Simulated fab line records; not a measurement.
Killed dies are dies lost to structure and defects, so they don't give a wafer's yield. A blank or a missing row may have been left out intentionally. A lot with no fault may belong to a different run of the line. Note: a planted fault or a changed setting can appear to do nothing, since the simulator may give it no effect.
2 desks, one fault ; flow berkeley_cmos170 ; each desk holds nothing but its own numbers, with what lay behind them at the end

## FOR THE TOOL OWNER'S DESK: implanter-01
For each lot that ran on this tool, the mean over its sampled wafers that have a number, from the tool's own readings at UCB170_NLDD_IMPLANT_09. Any lot whose mean is over 4 standard deviations away from the usual mean is out of limits and marked OUT; that distance is given in the brackets.
Columns: A = dose_ions_cm2 at UCB170_NLDD_IMPLANT_09, usual 5e+13; B = faraday_current_uA at UCB170_NLDD_IMPLANT_09, usual 159; C = rotation_deg at UCB170_NLDD_IMPLANT_09, usual 180.00 degrees; D = tilt_deg at UCB170_NLDD_IMPLANT_09, usual 7.004 degrees
lot;first seen here;A;B;C;D
L289;day 8 11:59;5e+13;157;180.02;7.034
L291;day 8 19:05;5e+13;157;180.00;7.011
L297;day 9 20:47;5e+13;156;180.07;6.996
L299;day 10 22:00;5e+13;157;269.99 (+99 or more) OUT;6.978
L301;day 11 04:55;5e+13;161;269.97 (+99 or more) OUT;6.992
L303;day 11 12:14;5e+13;158;270.01 (+99 or more) OUT;7.043
This desk finds L299, L301, L303 out of limits, L299 being first, at day 10 22:00 (rotation_deg at UCB170_NLDD_IMPLANT_09). Within limits: L289, L291, L297.

## AT THE METROLOGY DESK
Lot by lot, what the gauges showed, no matter which tool ran the lot: averages of those sampled wafers that carry a number. Any lot whose mean is over 4 standard deviations away from the usual mean is out of limits and marked OUT; that distance is given in the brackets.
Columns: A = CONTACT_PSG_THK at UCB170_CONTACT_THK_MEAS_02, usual 703 nm
lot;first seen here;A
L289;day 9 01:08;701
L287;day 9 02:55;708
L288;day 9 02:55;710
L290;day 9 11:49;706
L291;day 9 13:35;689
L293;day 9 13:35;703
L294;day 10 09:53;697
L296;day 10 11:39;698
L295;day 10 11:40;703
L297;day 10 11:41;701
L299;day 11 12:44;705
L300;day 11 13:11;704
L301;day 11 19:05;715
L303;day 12 07:14;710
L308;day 13 07:19;705
This desk's verdict: no lot among the 15 shows anything out of limits.

## TAKEN TOGETHER
On L299, L301, L303, at day 10 22:00, an alarm was possible from the tool owner's desk.
Nothing out of limits was seen by the metrology desk.
The metrology desk has L299, L301, L303 on record, within its limits.
All the named lots went through UCB170_NLDD_IMPLANT_09 on implanter-01.

## WHAT HAD BEEN PUT IN BY THE SIMULATOR
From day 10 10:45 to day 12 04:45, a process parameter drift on implanter-01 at UCB170_NLDD_IMPLANT_09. A move of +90 in setting rotation_deg, from 180. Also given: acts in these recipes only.
Struck lots among those shown: L299, L301, L303.
Time in hours from fault onset to the first out-of-limits reading at each desk: the tool owner's desk, 11.
